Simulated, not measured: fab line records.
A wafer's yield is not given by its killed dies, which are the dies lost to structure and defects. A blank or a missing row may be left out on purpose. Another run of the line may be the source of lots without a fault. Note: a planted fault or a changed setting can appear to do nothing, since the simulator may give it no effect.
Which tool was responsible? :: flow berkeley-cmos170 :: 42 wafers from 14 lots sampled at 2 of the route's 331 steps

WHAT EACH GAUGE READ, for each wafer
UCB170_V2_THK_MEAS_01. Usual: V2_TEOS_THK gives 2002 nm (standard deviation 32).
lot: L654
measured: day 7 19:41
on: film-metro-01
V2_TEOS_THK (nm): 1993 1959 2027
flag: 

lot: L655
measured: day 7 23:15
on: film-metro-01
V2_TEOS_THK (nm): 2019 2036 2068
flag: 

lot: L656
measured: day 7 23:30
on: film-metro-02
V2_TEOS_THK (nm): 2025 2024 2063
flag: 

lot: L660
measured: day 9 06:03
on: film-metro-01
V2_TEOS_THK (nm): 1975 2003 2036
flag: 

lot: L659
measured: day 9 06:14
on: film-metro-02
V2_TEOS_THK (nm): 1946 1984 1978
flag: 

lot: L661
measured: day 9 10:04
on: film-metro-04
V2_TEOS_THK (nm): 2006 2025 1990
flag: 

lot: L663
measured: day 9 10:16
on: film-metro-02
V2_TEOS_THK (nm): 2043 2024 2030
flag: 

lot: L662
measured: day 9 14:23
on: film-metro-01
V2_TEOS_THK (nm): 1960 1993 1977
flag: 

lot: L668
measured: day 10 14:41
on: film-metro-04
V2_TEOS_THK (nm): 2017 2018 2074
flag: 

lot: L664
measured: day 10 15:37
on: film-metro-04
V2_TEOS_THK (nm): 2153 2210 2146 2154 2210 2148
flag: OFF

lot: L672
measured: day 11 03:57
on: film-metro-04
V2_TEOS_THK (nm): 2157 2207 2184 2157 2204 2184
flag: OFF

lot: L673
measured: day 11 04:14
on: film-metro-02
V2_TEOS_THK (nm): 1943 1971 2019
flag: 

lot: L674
measured: day 11 21:04
on: film-metro-02
V2_TEOS_THK (nm): 2026 1973 2051
flag: 

lot: L675
measured: day 12 06:00
on: film-metro-01
V2_TEOS_THK (nm): 2006 1997 2028
flag: 

EACH LOT AND THE TOOL THAT RAN IT (in order: tool; ch and the chambers of the sampled wafers; start)
lot: L654
UCB170_V2_CVD_00: pecvd-02 ch 0,1, day 7 19:32

lot: L655
UCB170_V2_CVD_00: pecvd-04 ch 0,2, day 7 23:05

lot: L656
UCB170_V2_CVD_00: pecvd-01 ch 0,2, day 7 23:19

lot: L660
UCB170_V2_CVD_00: pecvd-02 ch 0,2, day 9 05:54

lot: L659
UCB170_V2_CVD_00: pecvd-01 ch 0,1,2, day 9 06:05

lot: L661
UCB170_V2_CVD_00: pecvd-02 ch 1,2, day 9 09:55

lot: L663
UCB170_V2_CVD_00: pecvd-04 ch 0,1,2, day 9 10:06

lot: L662
UCB170_V2_CVD_00: pecvd-01 ch 0,1, day 9 14:13

lot: L668
UCB170_V2_CVD_00: pecvd-04 ch 1,2, day 10 14:32

lot: L664
UCB170_V2_CVD_00: pecvd-04 ch 0,1,2, day 10 15:26

lot: L672
UCB170_V2_CVD_00: pecvd-04 ch 1,2, day 11 03:46

lot: L673
UCB170_V2_CVD_00: pecvd-02 ch 1,2, day 11 04:05

lot: L674
UCB170_V2_CVD_00: pecvd-02 ch 0,1, day 11 20:53

lot: L675
UCB170_V2_CVD_00: pecvd-01 ch 0,2, day 12 05:50
- UCB170_V2_CVD_00: deposits SiO2 from TEOS/O2, target thk 2000 nm, time 250 s.

AS READ BY THE TOOLS THEMSELVES (means over the sampled wafers that have a number; for cases with no such wafer, the mark the record gives instead)
UCB170_V2_CVD_00. Usual: heater-power-w 224 W, standard deviation 53; run-length-s 277.9 s, standard deviation 0.5.
lot: L654
tool: pecvd-02
heater-power-w (W): 246
run-length-s (s): 278.3
flag: 

lot: L655
tool: pecvd-04
heater-power-w (W): 257
run-length-s (s): 277.2
flag: 

lot: L656
tool: pecvd-01
heater-power-w (W): 161
run-length-s (s): 278.0
flag: 

lot: L660
tool: pecvd-02
heater-power-w (W): 231
run-length-s (s): 278.0
flag: 

lot: L659
tool: pecvd-01
heater-power-w (W): 215
run-length-s (s): 277.7
flag: 

lot: L661
tool: pecvd-02
heater-power-w (W): 213
run-length-s (s): 278.2
flag: 

lot: L663
tool: pecvd-04
heater-power-w (W): 246
run-length-s (s): 277.2
flag: 

lot: L662
tool: pecvd-01
heater-power-w (W): 170
run-length-s (s): 278.0
flag: 

lot: L668
tool: pecvd-04
heater-power-w (W): 300
run-length-s (s): 277.7
flag: 

lot: L664
tool: pecvd-04
heater-power-w (W): 270
run-length-s (s): 296.7
flag: OFF

lot: L672
tool: pecvd-04
heater-power-w (W): 273
run-length-s (s): 296.9
flag: OFF

lot: L673
tool: pecvd-02
heater-power-w (W): 204
run-length-s (s): 278.6
flag: 

lot: L674
tool: pecvd-02
heater-power-w (W): 224
run-length-s (s): 278.3
flag: 

lot: L675
tool: pecvd-01
heater-power-w (W): 178
run-length-s (s): 277.8
flag: 

THE ANSWER, worked out from the rows above alone
Rule: a lot counts as off when the mean over its wafers that have a number is more than 3 standard deviations away from the usual mean. Also off: a lot with no number at a reading for which 4 or more lots have one. The other lots that the step has rows for count as sound. First the gauges in route order, then the tools' own readings, where a lot's mean is used as printed above. The first step at which some lot is off is used, and at that step the reading that is off furthest; a lot without a number counts as furthest.
Off: at UCB170_V2_THK_MEAS_01 (V2_TEOS_THK), L664, L672.
If a tool, at a process step before that reading, ran all the lots that are off and no sound lot after the first of them, it fits. The gauges at UCB170_V2_THK_MEAS_01 aren't tried: what is off there is off at UCB170_V2_CVD_00 too, on other tools, and a gauge's error can't cause that. One fits: pecvd-04 at UCB170_V2_CVD_00. A fault onset in the window from L668 (day 10 14:32, its last sound lot) to L664 (day 10 15:26, its first lot off) fits.
The tool's own readings at UCB170_V2_CVD_00 bear it out: on the lots that are off they differ by more than 5 times the standard deviation of the sound lots' means. run-length-s reads 296.8 s there against 277.9 s on the sound lots.

WHAT HAD BEEN PUT IN BY THE SIMULATOR
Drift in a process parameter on pecvd-04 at UCB170_V2_CVD_00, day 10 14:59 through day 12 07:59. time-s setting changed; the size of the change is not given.
Struck lots among those shown: L664, L672. The rule above reached the same finding.
